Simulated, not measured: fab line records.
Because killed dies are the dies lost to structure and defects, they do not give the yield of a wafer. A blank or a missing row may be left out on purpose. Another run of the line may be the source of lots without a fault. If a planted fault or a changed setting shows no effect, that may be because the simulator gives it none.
Split-lot experiment + flow berkeley_cmos170 + 23 wafers read across 5 lots, on a route 331 steps long

ON THE SPLIT
At UCB170_PFIELD_IMPLANT_07, the setting energy_kev was moved away from the recipe's 80 on 7 of the 23 wafers read, by -5.3% to +4.1%. All remaining wafers had this setting at the recipe value.

Reading taken at the split's own step.

THE READING
implant.drp_nm (the simulator's own value, which no gauge read), in nm, at UCB170_PFIELD_IMPLANT_07. The file gives no usual value for it.

| wafer  | tool, chamber at the split | energy_kev as run | against the recipe | implant.drp_nm, nm | against lot-mates on the recipe |
|--------|----------------------------|-------------------|--------------------|--------------------|---------------------------------|
| L074.1 | implanter-01, 0            | 80                | recipe             | 74.86              | -                               |
| L074.5 | implanter-01, 0            | 80                | recipe             | 74.86              | -                               |
| L074.6 | implanter-01, 0            | 80                | recipe             | 74.86              | -                               |
| L074.2 | implanter-01, 0            | 75.76             | -5.3%              | 72.89              | -1.97                           |
| L074.4 | implanter-01, 0            | 75.76             | -5.3%              | 72.89              | -1.97                           |
| L076.1 | implanter-04, 0            | 80                | recipe             | 74.86              | -                               |
| L076.2 | implanter-04, 0            | 80                | recipe             | 74.86              | -                               |
| L076.3 | implanter-04, 0            | 80                | recipe             | 74.86              | -                               |
| L076.4 | implanter-04, 0            | 80                | recipe             | 74.86              | -                               |
| L076.6 | implanter-04, 0            | 80                | recipe             | 74.86              | -                               |
| L075.4 | implanter-03, 0            | 80                | recipe             | 74.86              | -                               |
| L075.5 | implanter-03, 0            | 80                | recipe             | 74.86              | -                               |
| L075.6 | implanter-03, 0            | 80                | recipe             | 74.86              | -                               |
| L077.2 | implanter-04, 0            | 80                | recipe             | 74.86              | -                               |
| L077.5 | implanter-04, 0            | 80                | recipe             | 74.86              | -                               |
| L077.6 | implanter-04, 0            | 80                | recipe             | 74.86              | -                               |
| L077.3 | implanter-04, 0            | 77.61             | -3.0%              | 73.77              | -1.09                           |
| L077.4 | implanter-04, 0            | 77.61             | -3.0%              | 73.77              | -1.09                           |
| L084.1 | implanter-01, 0            | 83.29             | +4.1%              | 76.28              | +1.42                           |
| L084.3 | implanter-01, 0            | 83.29             | +4.1%              | 76.28              | +1.42                           |
| L084.4 | implanter-01, 0            | 83.29             | +4.1%              | 76.28              | +1.42                           |
| L084.2 | implanter-01, 0            | 80                | recipe             | 74.86              | -                               |
| L084.6 | implanter-01, 0            | 80                | recipe             | 74.86              | -                               |

THE FIT
A straight line over all 23 wafers: implant.drp_nm changes by +0.359 nm for each +1% of energy_kev; r = +1.00; the points scatter about the line by 0.026 nm.
The same after taking each lot's own level away (the mean of its wafers on the recipe; 23 wafers): +0.359 nm for each +1%; r = +1.00; scatter 0.026 nm.
The reading moves by 1.9 nm for the largest change in energy_kev, on that fit.
The lots' own levels span 74.860 to 74.860 nm.
The two slopes agree, so the slope changes little with the lot-to-lot level.
Check: for one of the wafers moved furthest among these (-5.3%), held out of the fit, the line's prediction against its lot-mates is -1.9 nm. It came out at -1.97 nm against them.

ADDITIONAL SPLITS CARRIED BY THESE WAFERS
Before the reading, these wafers also passed through other splits. Each is held against what the fit with the lots' levels taken away leaves over:
| other split on the same wafers          | wafers away from the commonest value | r with implant.drp_nm (lot level and that fit taken away) |
|-----------------------------------------|--------------------------------------|-----------------------------------------------------------|
| UCB170_ZERO_COAT_01 resist_thk_nm       | 7                                    | +0.31                                                     |
| UCB170_PWELL_CVD_05 time_s              | 18                                   | -0.16                                                     |
| UCB170_WELLDRIVE_OXIDATION_01 ox_time_s | 18                                   | -0.46                                                     |
| UCB170_ACTIVE_PEB_11 peb_temp_c         | 6                                    | +0.09                                                     |

THE WHOLE CHAIN: every reading that the file lists as answering this split, in the file's order
| step                     | what it does | reading                                                         | change (the file's fit)               | r (the file's) |
|--------------------------|--------------|-----------------------------------------------------------------|---------------------------------------|----------------|
| UCB170_PFIELD_IMPLANT_07 |              | implant.rp_nm (the simulator's own value, which no gauge read)  | +2.12 nm for each +1% of the setting  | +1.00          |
| UCB170_PFIELD_IMPLANT_07 |              | implant.drp_nm (the simulator's own value, which no gauge read) | +0.362 nm for each +1% of the setting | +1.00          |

FILE'S OWN FIT
implant.drp_nm changes by +0.362 nm for each +1% of energy_kev, r = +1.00.
